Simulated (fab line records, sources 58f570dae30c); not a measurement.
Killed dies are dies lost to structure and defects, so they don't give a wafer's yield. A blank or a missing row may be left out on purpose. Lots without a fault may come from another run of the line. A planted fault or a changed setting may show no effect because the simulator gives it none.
Which tool did it? | flow berkeley_cmos170 | 15 lots, 45 wafers sampled, at 3 steps of a route of 331

WHAT THE GAUGES READ, wafer by wafer
UCB170_CONTACT_CD_MEAS_90: target cd 700 nm. Usual: cd_nm 699.7 nm, standard deviation 1.5.
lot  | measured     | on        | cd_nm (nm)        | flag
L906 | day 8 16:56  | cd_sem-01 | 700.6 699.9 697.5 |
L905 | day 8 17:47  | cd_sem-01 | 699.1 696.7 697.0 |
L909 | day 9 01:20  | cd_sem-01 | 698.7 697.7 697.7 |
L907 | day 9 01:44  | cd_sem-01 | 700.1 703.0 701.2 |
L908 | day 9 03:27  | cd_sem-01 | 699.0 703.2 700.3 |
L910 | day 10 02:35 | cd_sem-02 | 699.3 697.6 698.3 |
L911 | day 10 03:36 | cd_sem-02 | 700.8 699.4 698.7 |
L918 | day 10 21:29 | cd_sem-02 | 701.8 702.5 702.2 |
L914 | day 10 22:29 | cd_sem-02 | 700.4 699.0 699.2 |
L915 | day 11 00:51 | cd_sem-02 | 700.8 700.5 700.6 |
L913 | day 11 01:41 | cd_sem-02 | 699.1 698.4 698.4 |
L922 | day 11 20:28 | cd_sem-01 | 699.2 701.2 700.2 |
L920 | day 11 21:06 | cd_sem-01 | 699.1 699.4 699.7 |
L921 | day 11 20:49 | cd_sem-01 | 699.4 698.9 700.1 |
L926 | day 12 22:36 | cd_sem-01 | 701.6 698.5 700.2 |

WHICH TOOL RAN EACH LOT (tool, then ch and the chambers of the sampled wafers, then the start)
lot  | UCB170_SDANNEAL_RTA_00           | UCB170_SILICIDE_SPUTTER_01
L906 | rtp_anneal-01 ch 0, day 8 11:26  | pvd_sputter-03, day 8 12:05
L905 | rtp_anneal-01 ch 0, day 8 11:46  | pvd_sputter-04, day 8 12:25
L909 | rtp_anneal-01 ch 0, day 8 20:16  | pvd_sputter-04, day 8 20:56
L907 | rtp_anneal-01 ch 0, day 8 20:28  | pvd_sputter-03, day 8 21:08
L908 | rtp_anneal-01 ch 0, day 8 20:37  | pvd_sputter-01, day 8 21:18
L910 | rtp_anneal-02 ch 0, day 9 20:37  | pvd_sputter-01, day 9 21:16
L911 | rtp_anneal-01 ch 0, day 9 20:49  | pvd_sputter-03, day 9 21:29
L918 | rtp_anneal-02 ch 0, day 10 15:41 | pvd_sputter-01, day 10 16:21
L914 | rtp_anneal-02 ch 0, day 10 16:14 | pvd_sputter-03, day 10 16:53
L915 | rtp_anneal-02 ch 0, day 10 16:33 | pvd_sputter-04, day 10 17:22
L913 | rtp_anneal-01 ch 0, day 10 16:43 | pvd_sputter-03, day 10 17:51
L922 | rtp_anneal-01 ch 0, day 11 14:24 | pvd_sputter-03, day 11 15:04
L920 | rtp_anneal-01 ch 0, day 11 15:02 | pvd_sputter-01, day 11 15:43
L921 | rtp_anneal-02 ch 0, day 11 15:04 | pvd_sputter-04, day 11 15:43
L926 | rtp_anneal-01 ch 0, day 12 16:47 | pvd_sputter-01, day 12 17:26
- UCB170_SDANNEAL_RTA_00: time 10 s.
- UCB170_SILICIDE_SPUTTER_01: material Ti, target thk 30 nm, time 25 s.

WHAT THE TOOLS THEMSELVES READ (means of the sampled wafers that have a number; where no wafer has one, the mark that the record gives instead)
UCB170_SDANNEAL_RTA_00. Usual: lamp_power_pct 23.4 %, standard deviation 1.6; wafer_temp_C_max 903.0, standard deviation 0.68.
lot  | tool          | lamp_power_pct (%) | wafer_temp_C_max | flag
L906 | rtp_anneal-01 | 24.8               | 903.7            |
L905 | rtp_anneal-01 | 24.7               | 903.4            |
L909 | rtp_anneal-01 | 24.8               | 903.3            |
L907 | rtp_anneal-01 | 24.8               | 903.4            |
L908 | rtp_anneal-01 | 24.8               | 903.6            |
L910 | rtp_anneal-02 | 21.5               | 903.1            |
L911 | rtp_anneal-01 | 24.8               | 903.3            |
L918 | rtp_anneal-02 | 21.5               | 902.8            |
L914 | rtp_anneal-02 | 21.5               | 902.6            |
L915 | rtp_anneal-02 | 21.5               | 902.8            |
L913 | rtp_anneal-01 | 24.7               | 903.2            |
L922 | rtp_anneal-01 | 24.7               | 902.9            |
L920 | rtp_anneal-01 | 24.7               | 902.7            |
L921 | rtp_anneal-02 | 21.5               | 903.2            |
L926 | rtp_anneal-01 | 24.7               | 903.7            |

UCB170_SILICIDE_SPUTTER_01. Usual: throttle_valve_pct 30.0 %, standard deviation 1.
lot  | tool           | throttle_valve_pct (%) | flag
L906 | pvd_sputter-03 | 30.2                   |
L905 | pvd_sputter-04 | 31.0                   |
L909 | pvd_sputter-04 | 30.6                   |
L907 | pvd_sputter-03 | 30.7                   |
L908 | pvd_sputter-01 | 28.7                   |
L910 | pvd_sputter-01 | 28.6                   |
L911 | pvd_sputter-03 | 30.8                   |
L918 | pvd_sputter-01 | 28.5                   |
L914 | pvd_sputter-03 | 30.8                   |
L915 | pvd_sputter-04 | 31.2                   |
L913 | pvd_sputter-03 | 30.4                   |
L922 | pvd_sputter-03 | 30.6                   |
L920 | pvd_sputter-01 | 28.8                   |
L921 | pvd_sputter-04 | 30.8                   |
L926 | pvd_sputter-01 | 28.4                   |

THE ANSWER, worked out from the rows above alone
Rule: a lot is off if the mean of its wafers that have a number lies more than 3 standard deviations from the usual mean. A lot without any number at a reading at which 4 lots or more have one is off too. The other lots that the step has rows for count as sound. The gauges are gone through in route order, then the tools' own readings, and for those a lot's mean is taken as printed above. The first step at which some lot is off is used, and at that step the reading that is off furthest; a lot without a number counts as furthest.
No lot is off at any reading shown: from this, nothing can be told.

WHAT THE SIMULATOR HAD PUT IN
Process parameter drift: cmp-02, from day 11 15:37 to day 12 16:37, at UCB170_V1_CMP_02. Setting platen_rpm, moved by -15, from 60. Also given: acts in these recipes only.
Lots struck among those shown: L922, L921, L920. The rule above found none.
